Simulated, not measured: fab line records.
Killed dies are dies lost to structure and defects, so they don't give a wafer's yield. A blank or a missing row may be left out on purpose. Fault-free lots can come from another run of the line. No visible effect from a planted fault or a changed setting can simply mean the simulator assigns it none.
Split-lot trial    flow berkeley_cmos170    23 wafers read from 5 lots, route of 331 steps

THE SPLIT ITSELF
At UCB170_SILICIDE_SPUTTER_01 (material Ti, target thk 30 nm, time 25 s), the setting power_w was moved away from the recipe's 1500 W on 10 of the 23 wafers read, by -3.1% to +11.7%. This setting was run at the recipe's value on the other wafers.

THE PATH FROM SPLIT TO READING: the file shows 1 step between them
- UCB170_SILICIDE_RS_MEAS_02: measures by four-point-probe

THE READING
SILICIDE_TI_THK, in nm, at UCB170_SILICIDE_THK_MEAS_03 (measures by xrf). Fault-free wafers of this fab line usually give 30.4 nm, standard deviation 0.36 nm.

wafer   tool, chamber at the split  power_w as run, W  against the recipe  SILICIDE_TI_THK, nm  against lot-mates on the recipe
L074.1  pvd_sputter-03, -           1671               +11.4%              34.3                 +3.6
L074.2  pvd_sputter-03, -           1671               +11.4%              33.4                 +2.8
L074.3  pvd_sputter-03, -           1671               +11.4%              34.2                 +3.6
L074.5  pvd_sputter-03, -           1500               recipe              30.9                 -
L074.6  pvd_sputter-03, -           1500               recipe              30.4                 -
L076.2  pvd_sputter-03, -           1500               recipe              30.5                 -
L076.3  pvd_sputter-03, -           1454               -3.1%               29.8                 -0.8
L076.4  pvd_sputter-03, -           1454               -3.1%               28.9                 -1.7
L076.5  pvd_sputter-03, -           1500               recipe              30.6                 -
L076.6  pvd_sputter-03, -           1500               recipe              30.8                 -
L078.1  pvd_sputter-04, -           1500               recipe              30.5                 -
L078.2  pvd_sputter-04, -           1675               +11.7%              34.4                 +3.8
L078.4  pvd_sputter-04, -           1675               +11.7%              34.5                 +3.9
L078.5  pvd_sputter-04, -           1500               recipe              30.7                 -
L078.6  pvd_sputter-04, -           1675               +11.7%              33.9                 +3.3
L081.1  pvd_sputter-02, -           1500               recipe              30.2                 -
L081.2  pvd_sputter-02, -           1582               +5.5%               31.9                 +1.7
L081.3  pvd_sputter-02, -           1500               recipe              30.0                 -
L081.5  pvd_sputter-02, -           1500               recipe              30.3                 -
L081.6  pvd_sputter-02, -           1582               +5.5%               31.7                 +1.5
L082.2  pvd_sputter-03, -           1500               recipe              31.0                 -
L082.4  pvd_sputter-03, -           1500               recipe              30.1                 -
L082.6  pvd_sputter-03, -           1500               recipe              30.3                 -

FIT RESULTS
A straight line over all 23 wafers: SILICIDE_TI_THK changes by +0.316 nm for each +1% of power_w; r = +0.98; the points scatter about the line by 0.36 nm.
The same after taking each lot's own level away (the mean of its wafers on the recipe; 23 wafers): +0.31 nm for each +1%; r = +0.98; scatter 0.32 nm.
On that fit, the largest move of power_w shifts the reading by 3.6 nm.
The lots' own levels span 30.17 to 30.65 nm, that is 1.3 times the standard deviation above.
Consequently the slope shifts little with the lot-to-lot level, the two slopes agreeing.
Check: with one of the wafers moved furthest among these (+11.7%) left out of the fit, the line predicts +3.51 nm for it against its lot-mates. It came out at +3.8 nm against them.

THESE WAFERS: OTHER SPLITS
Note: prior to the reading, these wafers also went through further splits. Each is held against what the fit with the lots' levels taken away leaves over:
other split on the same wafers    wafers away from the commonest value  r with SILICIDE_TI_THK (lot level and that fit taken away)
UCB170_GATE_EXPOSE_09 dose_mj     8                                     +0.36
UCB170_NLDD_IMPLANT_08 dose_cm2   12                                    -0.02
UCB170_PSD_PEB_04 peb_temp_c      9                                     -0.29
UCB170_NSD_PEB_04 peb_temp_c      5                                     -0.29
UCB170_NSD_DEVELOP_05 dev_temp_c  11                                    -0.17

THE WHOLE CHAIN: every reading that the file lists as answering this split, in the file's order
step                         what it does                              reading                                                                            change (the file's fit)                r (the file's)
UCB170_SILICIDE_SPUTTER_01   material Ti, target thk 30 nm, time 25 s  Ti_of_SILICIDE_SPUTTER_01.thk_nm (the simulator's own value, which no gauge read)  +0.305 nm for each +1% of the setting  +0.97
UCB170_SILICIDE_RS_MEAS_02   measures by four-point-probe              SILICIDE_TI_RS                                                                     -0.272 for each +1% of the setting     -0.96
UCB170_SILICIDE_THK_MEAS_03  measures by xrf                           SILICIDE_TI_THK                                                                    +0.304 for each +1% of the setting     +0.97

THE FILE'S OWN FIT
SILICIDE_TI_THK changes by +0.304 nm for each +1% of power_w, r = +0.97.
